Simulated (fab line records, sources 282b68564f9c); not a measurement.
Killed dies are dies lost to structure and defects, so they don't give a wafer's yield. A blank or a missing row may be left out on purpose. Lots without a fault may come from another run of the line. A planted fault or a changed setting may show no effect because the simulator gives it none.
Which tool did it? | flow rit_cmos | 12 lots, 36 wafers sampled, at 4 steps of a route of 202

WHAT THE GAUGES READ, wafer by wafer
RIT_ACTIVE_BOW_MEAS_00.
lot  | measured    | on            | INCOMING_BOW (um)
L446 | day 1 10:01 | film_metro-03 | 16 -5 11
L447 | day 1 15:00 | film_metro-04 | 1 3 -9
L448 | day 1 20:01 | film_metro-02 | -5 0 -5
L449 | day 2 01:01 | film_metro-04 | 5 -2 -5
L450 | day 2 06:00 | film_metro-04 | 3 4 2
L451 | day 2 11:00 | film_metro-02 | 15 -17 3
L455 | day 3 07:00 | film_metro-02 | -3 9 -8
L459 | day 4 03:01 | film_metro-02 | 6 -10 5
L460 | day 4 08:01 | film_metro-03 | -1 11 5
L462 | day 4 18:00 | film_metro-02 | -4 -4 0
L466 | day 5 14:00 | film_metro-03 | -3 9 -8
L468 | day 6 00:01 | film_metro-04 | 2 7 -11

RIT_M1_OVL_MEAS_10.
lot  | measured    | on         | M1_OVL (nm)
L446 | day 3 12:35 | overlay-02 | -0.6 0.7 -0.6
L447 | day 3 16:22 | overlay-02 | -0.3 1.0 1.3
L448 | day 3 21:42 | overlay-02 | -1.8 -1.1 -2.1
L449 | day 4 01:23 | overlay-01 | 0.2 -0.8 -0.9
L450 | day 4 08:25 | overlay-02 | -0.5 -0.3 -1.1
L451 | day 4 13:40 | overlay-01 | 0.3 -1.0 -0.5
L455 | day 5 11:23 | overlay-02 | -2.5 -1.0 -0.8
L459 | day 6 01:41 | overlay-02 | -0.1 -0.2 -2.0
L460 | day 6 08:52 | overlay-01 | 1.9 1.5 0.7
L462 | day 6 16:16 | overlay-01 | -0.6 0.0 -0.5
L466 | day 7 12:01 | overlay-01 | -2.2 0.1 -2.6
L468 | day 8 01:16 | overlay-01 | 1.0 0.1 1.3

WHICH TOOL RAN EACH LOT (tool, then ch and the chambers of the sampled wafers, then the start)
lot  | RIT_PWELL_STRIP_09                  | RIT_PSD_DEVELOP_05
L446 | plasma_asher-02 ch 0,1, day 2 02:28 | litho_track-02 ch 0, day 3 06:00
L447 | plasma_asher-02 ch 0,1, day 2 06:19 | litho_track-02 ch 0, day 3 10:00
L448 | plasma_asher-01 ch 0,1, day 2 10:43 | litho_track-04 ch 0, day 3 15:00
L449 | plasma_asher-02 ch 0,1, day 2 16:34 | litho_track-04 ch 0, day 3 18:00
L450 | plasma_asher-03 ch 0,1, day 2 20:55 | litho_track-01 ch 0, day 4 02:00
L451 | plasma_asher-01 ch 0,1, day 3 00:53 | litho_track-04 ch 0, day 4 07:00
L455 | plasma_asher-01 ch 0,1, day 3 23:52 | litho_track-01 ch 0, day 5 05:00
L459 | plasma_asher-03 ch 0,1, day 4 15:56 | litho_track-01 ch 0, day 5 19:00
L460 | plasma_asher-03 ch 0,1, day 4 21:47 | litho_track-02 ch 0, day 6 02:00
L462 | plasma_asher-03 ch 0, day 5 08:37   | litho_track-04 ch 0, day 6 10:00
L466 | plasma_asher-02 ch 0,1, day 6 02:23 | litho_track-04 ch 0, day 7 06:00
L468 | plasma_asher-03 ch 0, day 6 13:52   | litho_track-02 ch 0, day 7 19:00
- RIT_PWELL_STRIP_09: strips in O2, time 180 s.
- RIT_PSD_DEVELOP_05: develop time 50 s.

WHAT THE TOOLS THEMSELVES READ (means of the sampled wafers that have a number; where no wafer has one, the mark that the record gives instead)
RIT_PWELL_STRIP_09.
lot  | tool            | drypump_motor_current_A (A)
L446 | plasma_asher-02 | 5.54
L447 | plasma_asher-02 | 5.48
L448 | plasma_asher-01 | 5.57
L449 | plasma_asher-02 | 5.53
L450 | plasma_asher-03 | 5.14
L451 | plasma_asher-01 | 5.58
L455 | plasma_asher-01 | 5.59
L459 | plasma_asher-03 | 5.16
L460 | plasma_asher-03 | 5.15
L462 | plasma_asher-03 | 5.16
L466 | plasma_asher-02 | 5.49
L468 | plasma_asher-03 | 5.16

RIT_PSD_DEVELOP_05.
lot  | tool           | developer_temp_C (C)
L446 | litho_track-02 | 23.00
L447 | litho_track-02 | 23.03
L448 | litho_track-04 | 23.00
L449 | litho_track-04 | 23.08
L450 | litho_track-01 | 22.88
L451 | litho_track-04 | 23.07
L455 | litho_track-01 | 23.91
L459 | litho_track-01 | 23.90
L460 | litho_track-02 | 23.20
L462 | litho_track-04 | 23.11
L466 | litho_track-04 | 22.89
L468 | litho_track-02 | 22.91

THE ANSWER, worked out from the rows above alone
Rule: what is usual is taken from the lots themselves. Put in order of their means at a reading, lots are off if they are a third of the lots or fewer, leave a main group of 4 or more, and stand apart from it by a gap of 3 or more times the standard deviation of the main group's means; of several such gaps the widest counts. A main group whose means are all the same, to the digits that the tables above print for the reading, isn't used. A lot without any number at a reading at which 4 lots or more have one is off too. The other lots that the step has rows for count as sound. The gauges are gone through in route order, then the tools' own readings, and for those a lot's mean is taken as printed above. The first step at which some lot is off is used, and at that step the reading that is off furthest; a lot without a number counts as furthest.
Off: L455, L459, at RIT_PSD_DEVELOP_05 (developer_temp_C). The main group: mean 23.02 C, standard deviation 0.098.
A tool fits if, at that step or a process step before it, it ran every lot that is off, and no sound lot after the first of them. One fits: litho_track-01 at RIT_PSD_DEVELOP_05. Its last sound lot is L450 (day 4 02:00), its first lot that is off L455 (day 5 05:00): a fault that began between those two fits.
The tool's own readings at RIT_PSD_DEVELOP_05 bear it out: on the lots that are off they differ by more than 5 times the standard deviation of the sound lots' means. developer_temp_C reads 23.91 C there against 23.02 C on the sound lots.

WHAT THE SIMULATOR HAD PUT IN
Process parameter drift: litho_track-01, from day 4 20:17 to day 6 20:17, at RIT_PSD_DEVELOP_05. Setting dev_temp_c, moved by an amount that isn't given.
Lots struck among those shown: L455, L459. The rule above found the same.
